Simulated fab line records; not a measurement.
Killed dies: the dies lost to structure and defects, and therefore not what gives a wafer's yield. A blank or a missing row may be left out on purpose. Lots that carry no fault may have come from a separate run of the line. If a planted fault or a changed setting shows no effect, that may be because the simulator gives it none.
Split-lot trial | flow berkeley cmos170 | 5 lots, 23 wafers read, on a route of 331 steps

SPLIT DETAILS
At UCB170_M1_EXPOSE_06 (exposes mask METAL1, target cd 700 nm), the setting dose mj was moved away from the recipe's 21 on 10 of the 23 wafers read, by -6.9% to +6.7%. The other wafers ran this setting at the recipe's value.

FROM THE SPLIT TO THE READING: what the file shows between them, 6 steps
- UCB170_M1_PEB_07
- UCB170_M1_DEVELOP_08: develop time 45 s
- UCB170_M1_CD_MEAS_09: target cd 700 nm
- UCB170_M1_ETCH_11: etches BARC in N2/H2
- UCB170_M1_METAL_ETCH_12: etches Al in Cl2/BCl3, stops on PSG, target depth 780 nm, time 130 s (also split here: over etch frac)
- UCB170_M1_STRIP_13: strips in O2

THE READING
At UCB170_M1_CD_MEAS_90: cd nm in nanometres, against a target cd of 700 nm. Fault-free wafers of this fab line usually give 699.7 nm, standard deviation 2.3 nm.

wafer  | tool, chamber at the split | dose mj as run | against the recipe | cd nm, nm | against lot-mates on the recipe
L076.1 | krf scanner-01, 0          | 21             | recipe             | 699.7     | -
L076.2 | krf scanner-01, 0          | 20.59          | -2.0%              | 704.3     | +3.7
L076.4 | krf scanner-01, 0          | 20.59          | -2.0%              | 703.2     | +2.6
L076.5 | krf scanner-01, 0          | 21             | recipe             | 701.2     | -
L076.6 | krf scanner-01, 0          | 21             | recipe             | 700.9     | -
L078.1 | krf scanner-01, 0          | 21             | recipe             | 699.0     | -
L078.3 | krf scanner-01, 0          | 21             | recipe             | 704.0     | -
L078.5 | krf scanner-01, 0          | 21             | recipe             | 698.0     | -
L080.1 | krf scanner-01, 0          | 19.55          | -6.9%              | 713.1     | +10.1
L080.2 | krf scanner-01, 0          | 21             | recipe             | 704.3     | -
L080.3 | krf scanner-01, 0          | 21             | recipe             | 701.6     | -
L080.4 | krf scanner-01, 0          | 19.55          | -6.9%              | 714.2     | +11.2
L080.5 | krf scanner-01, 0          | 19.55          | -6.9%              | 715.9     | +12.9
L084.1 | krf scanner-01, 0          | 21             | recipe             | 699.3     | -
L084.2 | krf scanner-01, 0          | 22.4           | +6.7%              | 688.3     | -11.6
L084.4 | krf scanner-01, 0          | 22.4           | +6.7%              | 688.4     | -11.5
L084.5 | krf scanner-01, 0          | 22.4           | +6.7%              | 690.0     | -9.9
L084.6 | krf scanner-01, 0          | 21             | recipe             | 700.5     | -
L082.1 | krf scanner-02, 0          | 21.68          | +3.2%              | 693.8     | -4.1
L082.2 | krf scanner-02, 0          | 21             | recipe             | 698.1     | -
L082.4 | krf scanner-02, 0          | 21             | recipe             | 699.3     | -
L082.5 | krf scanner-02, 0          | 21.68          | +3.2%              | 692.0     | -5.9
L082.6 | krf scanner-02, 0          | 21             | recipe             | 696.2     | -

THE FIT
A straight line over all 23 wafers: cd nm changes by -1.91 nm for each +1% of dose mj; r = -0.96; the points scatter about the line by 2 nm.
The same after taking each lot's own level away (the mean of its wafers on the recipe; 23 wafers): -1.65 nm for each +1%; r = -0.98; scatter 1.4 nm.
That fit puts the effect of the largest move of dose mj on the reading at 11 nm.
The span of the lots' own levels, 697.87 to 702.95 nm, comes to 2.2 times the standard deviation stated above.
Hence the slope depends on the lot-to-lot level, as the two fits are not the same.
Check: +11.7 nm against its lot-mates is what the line predicts for one of the wafers moved furthest among these (-6.9%) when that wafer is left out of the fit. Against them it came out at +10.1 nm.

OTHER SPLITS APPLIED TO THESE WAFERS
These wafers also went through other splits before the reading. Each is held against what the fit with the lots' levels taken away leaves over:
other split on the same wafers         | wafers away from the commonest value | r with cd nm (lot level and that fit taken away)
UCB170_M1_SPUTTER_00 power w           | 7                                    | -0.03
UCB170_M1_METAL_ETCH_12 over etch frac | 8                                    | -0.17

THE WHOLE CHAIN: every reading that the file lists as answering this split, in the file's order
step                    | what it does                                                         | reading                                                   | change (the file's fit)              | r (the file's)
UCB170_M1_CD_MEAS_09    | target cd 700 nm                                                     | cd nm                                                     | -1.68 nm for each +1% of the setting | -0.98
UCB170_M1_ETCH_11       | etches BARC in N2/H2                                                 | M1.cd nm (the simulator's own value, which no gauge read) | -1.69 nm for each +1% of the setting | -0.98
UCB170_M1_METAL_ETCH_12 | etches Al in Cl2/BCl3, stops on PSG, target depth 780 nm, time 130 s | M1.cd nm (the simulator's own value, which no gauge read) | -1.64 nm for each +1% of the setting | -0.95
UCB170_M1_CD_MEAS_90    | target cd 700 nm                                                     | cd nm                                                     | -1.64 nm for each +1% of the setting | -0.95

FILE'S OWN FIT
cd nm changes by -1.64 nm for each +1% of dose mj, r = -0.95.
